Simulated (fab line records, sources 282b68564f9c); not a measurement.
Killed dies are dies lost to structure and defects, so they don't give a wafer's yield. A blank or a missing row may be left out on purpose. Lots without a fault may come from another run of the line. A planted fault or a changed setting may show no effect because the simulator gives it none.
Split-lot experiment | flow rit_cmos | 5 lots, 23 wafers read, on a route of 202 steps

THE SPLIT
At RIT_NLDD_IMPLANT_08, the setting energy_kev was moved away from the recipe's 20 on 5 of the 23 wafers read, by -2.0% to +4.3%. The other wafers ran this setting at the recipe's value.

The reading is taken at the split's own step.

THE READING
implant.drp_nm (the simulator's own value, which no gauge read), in nm, at RIT_NLDD_IMPLANT_08. The file gives no usual value for it.

wafer  | tool, chamber at the split | energy_kev as run | against the recipe | implant.drp_nm, nm | against lot-mates on the recipe
L074.2 | implanter-03, 0            | 20                | recipe             | 12.97              | -
L074.4 | implanter-03, 0            | 20                | recipe             | 12.97              | -
L074.6 | implanter-03, 0            | 20                | recipe             | 12.97              | -
L076.1 | implanter-02, 0            | 20.86             | +4.3%              | 13.3               | +0.33
L076.3 | implanter-02, 0            | 20.86             | +4.3%              | 13.3               | +0.33
L076.5 | implanter-02, 0            | 20.86             | +4.3%              | 13.3               | +0.33
L076.2 | implanter-02, 0            | 20                | recipe             | 12.97              | -
L076.6 | implanter-02, 0            | 20                | recipe             | 12.97              | -
L079.1 | implanter-01, 0            | 20                | recipe             | 12.97              | -
L079.3 | implanter-01, 0            | 20                | recipe             | 12.97              | -
L079.4 | implanter-01, 0            | 20                | recipe             | 12.97              | -
L079.2 | implanter-01, 0            | 19.59             | -2.0%              | 12.81              | -0.16
L079.6 | implanter-01, 0            | 19.59             | -2.0%              | 12.81              | -0.16
L080.1 | implanter-02, 0            | 20                | recipe             | 12.97              | -
L080.2 | implanter-02, 0            | 20                | recipe             | 12.97              | -
L080.3 | implanter-02, 0            | 20                | recipe             | 12.97              | -
L080.4 | implanter-02, 0            | 20                | recipe             | 12.97              | -
L080.6 | implanter-02, 0            | 20                | recipe             | 12.97              | -
L084.1 | implanter-01, 0            | 20                | recipe             | 12.97              | -
L084.2 | implanter-01, 0            | 20                | recipe             | 12.97              | -
L084.4 | implanter-01, 0            | 20                | recipe             | 12.97              | -
L084.5 | implanter-01, 0            | 20                | recipe             | 12.97              | -
L084.6 | implanter-01, 0            | 20                | recipe             | 12.97              | -

THE FIT
A straight line over all 23 wafers: implant.drp_nm changes by +0.077 nm for each +1% of energy_kev; r = +1.00; the points scatter about the line by 0.0007 nm.
The same after taking each lot's own level away (the mean of its wafers on the recipe; 23 wafers): +0.077 nm for each +1%; r = +1.00; scatter 0.0007 nm.
On that fit, the largest move of energy_kev shifts the reading by 0.33 nm.
The lots' own levels span 12.970 to 12.970 nm.
So the lot-to-lot level changes the slope little: the two slopes agree.
Check: with one of the wafers moved furthest among these (+4.3%) left out of the fit, the line predicts +0.331 nm for it against its lot-mates. It came out at +0.33 nm against them.

OTHER SPLITS ON THESE WAFERS
These wafers also went through other splits before the reading. Each is held against what the fit with the lots' levels taken away leaves over:
other split on the same wafers  | wafers away from the commonest value | r with implant.drp_nm (lot level and that fit taken away)
RIT_GATE_ETCH_19 rf_w           | 5                                    | +0.29
RIT_REOX_OXIDATION_03 ox_time_s | 15                                   | +0.37

THE WHOLE CHAIN: every reading that the file lists as answering this split, in the file's order
step                | what it does | reading                                                         | change (the file's fit)                | r (the file's)
RIT_NLDD_IMPLANT_08 |              | implant.rp_nm (the simulator's own value, which no gauge read)  | +0.185 nm for each +1% of the setting  | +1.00
RIT_NLDD_IMPLANT_08 |              | implant.drp_nm (the simulator's own value, which no gauge read) | +0.0778 nm for each +1% of the setting | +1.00

THE FILE'S OWN FIT
implant.drp_nm changes by +0.0778 nm for each +1% of energy_kev, r = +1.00.
